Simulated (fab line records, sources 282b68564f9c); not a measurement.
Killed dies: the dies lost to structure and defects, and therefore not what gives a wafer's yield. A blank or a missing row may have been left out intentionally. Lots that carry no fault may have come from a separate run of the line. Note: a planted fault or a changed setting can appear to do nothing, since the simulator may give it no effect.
Lot-split experiment :: flow rit-cmos :: 23 wafers read across 5 lots, on a route 202 steps long

## ON THE SPLIT
At RIT_FOX2_OXIDATION_00 (target thk 350.7 nm, ox time 1130 s), the setting ox-time-s was moved away from the recipe's 1130 s on 10 of the 23 wafers read, by -9.9% to +7.5%. All remaining wafers had this setting at the recipe value.

The reading is taken at the split's own step.

## THE READING
SiO2_of_FOX2_OXIDATION_00.thk-nm (the simulator's own value, which no gauge read), in nm, at RIT_FOX2_OXIDATION_00 (target thk 350.7 nm, ox time 1130 s). There is no usual value for it anywhere in the file. The 13 wafers here that ran the recipe average 351.5 nm, standard deviation 7.7 nm.

wafer: L075.2
tool, chamber at the split: -, -
ox-time-s as run, s: 1130
against the recipe: recipe
SiO2_of_FOX2_OXIDATION_00.thk-nm, nm: 352.8
against lot-mates on the recipe: -

wafer: L075.3
tool, chamber at the split: -, -
ox-time-s as run, s: 1130
against the recipe: recipe
SiO2_of_FOX2_OXIDATION_00.thk-nm, nm: 349
against lot-mates on the recipe: -

wafer: L075.4
tool, chamber at the split: -, -
ox-time-s as run, s: 1130
against the recipe: recipe
SiO2_of_FOX2_OXIDATION_00.thk-nm, nm: 349.7
against lot-mates on the recipe: -

wafer: L075.5
tool, chamber at the split: -, -
ox-time-s as run, s: 1130
against the recipe: recipe
SiO2_of_FOX2_OXIDATION_00.thk-nm, nm: 343
against lot-mates on the recipe: -

wafer: L075.6
tool, chamber at the split: -, -
ox-time-s as run, s: 1130
against the recipe: recipe
SiO2_of_FOX2_OXIDATION_00.thk-nm, nm: 344.7
against lot-mates on the recipe: -

wafer: L078.1
tool, chamber at the split: -, -
ox-time-s as run, s: 1130
against the recipe: recipe
SiO2_of_FOX2_OXIDATION_00.thk-nm, nm: 359.8
against lot-mates on the recipe: -

wafer: L078.2
tool, chamber at the split: -, -
ox-time-s as run, s: 1130
against the recipe: recipe
SiO2_of_FOX2_OXIDATION_00.thk-nm, nm: 357.9
against lot-mates on the recipe: -

wafer: L078.3
tool, chamber at the split: -, -
ox-time-s as run, s: 1130
against the recipe: recipe
SiO2_of_FOX2_OXIDATION_00.thk-nm, nm: 361.7
against lot-mates on the recipe: -

wafer: L078.5
tool, chamber at the split: -, -
ox-time-s as run, s: 1130
against the recipe: recipe
SiO2_of_FOX2_OXIDATION_00.thk-nm, nm: 357.5
against lot-mates on the recipe: -

wafer: L078.6
tool, chamber at the split: -, -
ox-time-s as run, s: 1130
against the recipe: recipe
SiO2_of_FOX2_OXIDATION_00.thk-nm, nm: 362.5
against lot-mates on the recipe: -

wafer: L079.1
tool, chamber at the split: -, -
ox-time-s as run, s: 1018
against the recipe: -9.9%
SiO2_of_FOX2_OXIDATION_00.thk-nm, nm: 333
against lot-mates on the recipe: no lot-mate on the recipe

wafer: L079.2
tool, chamber at the split: -, -
ox-time-s as run, s: 1018
against the recipe: -9.9%
SiO2_of_FOX2_OXIDATION_00.thk-nm, nm: 325.7
against lot-mates on the recipe: no lot-mate on the recipe

wafer: L079.3
tool, chamber at the split: -, -
ox-time-s as run, s: 1018
against the recipe: -9.9%
SiO2_of_FOX2_OXIDATION_00.thk-nm, nm: 329.7
against lot-mates on the recipe: no lot-mate on the recipe

wafer: L079.4
tool, chamber at the split: -, -
ox-time-s as run, s: 1018
against the recipe: -9.9%
SiO2_of_FOX2_OXIDATION_00.thk-nm, nm: 328.9
against lot-mates on the recipe: no lot-mate on the recipe

wafer: L079.6
tool, chamber at the split: -, -
ox-time-s as run, s: 1018
against the recipe: -9.9%
SiO2_of_FOX2_OXIDATION_00.thk-nm, nm: 330.3
against lot-mates on the recipe: no lot-mate on the recipe

wafer: L082.1
tool, chamber at the split: furnace-04, 0
ox-time-s as run, s: 1130
against the recipe: recipe
SiO2_of_FOX2_OXIDATION_00.thk-nm, nm: 343.8
against lot-mates on the recipe: -

wafer: L082.2
tool, chamber at the split: furnace-04, 0
ox-time-s as run, s: 1130
against the recipe: recipe
SiO2_of_FOX2_OXIDATION_00.thk-nm, nm: 350
against lot-mates on the recipe: -

wafer: L082.3
tool, chamber at the split: furnace-04, 0
ox-time-s as run, s: 1130
against the recipe: recipe
SiO2_of_FOX2_OXIDATION_00.thk-nm, nm: 337.2
against lot-mates on the recipe: -

wafer: L084.1
tool, chamber at the split: -, -
ox-time-s as run, s: 1215
against the recipe: +7.5%
SiO2_of_FOX2_OXIDATION_00.thk-nm, nm: 359.6
against lot-mates on the recipe: no lot-mate on the recipe

wafer: L084.2
tool, chamber at the split: -, -
ox-time-s as run, s: 1215
against the recipe: +7.5%
SiO2_of_FOX2_OXIDATION_00.thk-nm, nm: 362.3
against lot-mates on the recipe: no lot-mate on the recipe

wafer: L084.3
tool, chamber at the split: -, -
ox-time-s as run, s: 1215
against the recipe: +7.5%
SiO2_of_FOX2_OXIDATION_00.thk-nm, nm: 364.7
against lot-mates on the recipe: no lot-mate on the recipe

wafer: L084.4
tool, chamber at the split: -, -
ox-time-s as run, s: 1215
against the recipe: +7.5%
SiO2_of_FOX2_OXIDATION_00.thk-nm, nm: 370.3
against lot-mates on the recipe: no lot-mate on the recipe

wafer: L084.6
tool, chamber at the split: -, -
ox-time-s as run, s: 1215
against the recipe: +7.5%
SiO2_of_FOX2_OXIDATION_00.thk-nm, nm: 364.8
against lot-mates on the recipe: no lot-mate on the recipe

THE FIT
A straight line over all 23 wafers: SiO2_of_FOX2_OXIDATION_00.thk-nm changes by +2.02 nm for each +1% of ox-time-s; r = +0.88; the points scatter about the line by 6.5 nm.
Too few moved wafers with a lot-mate on the recipe to fit a line net of each lot's own level.

## FILE'S OWN FIT
SiO2_of_FOX2_OXIDATION_00.thk-nm changes by +2.02 nm for each +1% of ox-time-s, r = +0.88.
